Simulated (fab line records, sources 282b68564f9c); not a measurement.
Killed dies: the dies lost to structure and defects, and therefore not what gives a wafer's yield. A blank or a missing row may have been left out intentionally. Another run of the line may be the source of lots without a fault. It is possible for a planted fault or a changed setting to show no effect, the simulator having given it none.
Comparing a struck lot with a sound one + flow rit cmos + 14 out of 202 route steps
Sound: the wafers L415.1, L415.4, L415.6. Wafers struck: L419.1, L419.3, L419.5. The cause is named last.
Each step with rows lists, per side, the tool, then ch with its chambers, then its first start. Under that, the readings that differ: sound wafers + struck wafers + difference of the means + sigmas: that difference in standard deviations of wafers without a fault.
alike: a reading whose means differ by less than 2 such deviations, as well as words and numbers matching on both sides. not compared: withheld readings; readings where some wafer has no value; bounds like >300 that might hide an equal value; numbers whose values overlap and for which the record gives no deviation.
A row with sigmas, a row that says differs or no value, or rows on one side alone: a step with any of these is where the two part. Numbers that have no deviation but don't overlap get no sigmas and don't part them. A reading that every wafer of one side lacks parts them only if that side has two wafers or more.

RIT_SILICIDE_SPUTTER_01: material Ti, target thk 30 nm, time 240 s.
  sound on pvd sputter-01, day 5 12:03; struck on pvd sputter-01, day 6 06:35
  alike: throttle valve pct
RIT_SILICIDE_RS_MEAS_02: measurement is done with a four-point probe.
  sound on film metro-04, day 5 12:12; struck on film metro-01, day 6 06:44
  alike: SILICIDE_TI_RS
RIT_SILICIDE_THK_MEAS_03: measures by xrf.
  sound on film metro-04, day 5 12:19; struck on film metro-01, day 6 06:51
  alike: SILICIDE_TI_THK
RIT_SILICIDE_RTA_04: time 10 s, ramp up 5 s, ramp down 5 s.
  sound on rtp anneal-02 ch 0, day 5 12:23; struck on rtp anneal-02 ch 0, day 6 06:55
  alike: wafer_temp_C_max
then, 1 step without rows for these wafers: RIT_SILICIDE_WET_ETCH_05 (etches Ti in SPM, time 120 s).
RIT_SILICIDE_RTA_06: time 10 s, ramp up 5 s, ramp down 10 s.
  sound on rtp anneal-01 ch 0, day 5 12:29; struck on rtp anneal-01 ch 0, day 6 07:02
  alike: wafer_temp_C_max
RIT_CONTACT_CVD_00: deposits SiO2 from TEOS, target thk 400 nm, time 61 s.
  sound on pecvd-01 ch 1,2, day 5 12:34; struck on pecvd-04 ch 0,1, day 6 07:06
  alike: heater power w
RIT_CONTACT_THK_MEAS_01:
  sound on film metro-04, day 5 12:37; struck on film metro-04, day 6 07:09
  alike: CONTACT_TEOS_THK
then, 4 steps without rows for these wafers: RIT_CONTACT_HMDS_02 (prime time 60 s); RIT_CONTACT_COAT_03 (resist thk 1000 nm); RIT_CONTACT_SOFTBAKE_04 (time 60 s); RIT_CONTACT_EXPOSE_05 (exposes mask M11, target cd 1000 nm).
RIT_CONTACT_PEB_06:
  sound on litho track-03 ch 0, day 5 13:28; struck on litho track-02, day 6 07:47
| reading         | sound          | struck | difference                    | sigmas |
|-----------------|----------------|--------|-------------------------------|--------|
| exhaust pa (Pa) | 46.2 46.4 45.9 | - - -  | no value on the struck wafers |        |
  not compared: chill plate temp C, resist line temp C
then, 1 step without rows for these wafers: RIT_CONTACT_DEVELOP_07 (develop time 120 s).

## WHERE THEY PART
Only at RIT_CONTACT_PEB_06, within this record.

WHY: whatever the simulator had introduced
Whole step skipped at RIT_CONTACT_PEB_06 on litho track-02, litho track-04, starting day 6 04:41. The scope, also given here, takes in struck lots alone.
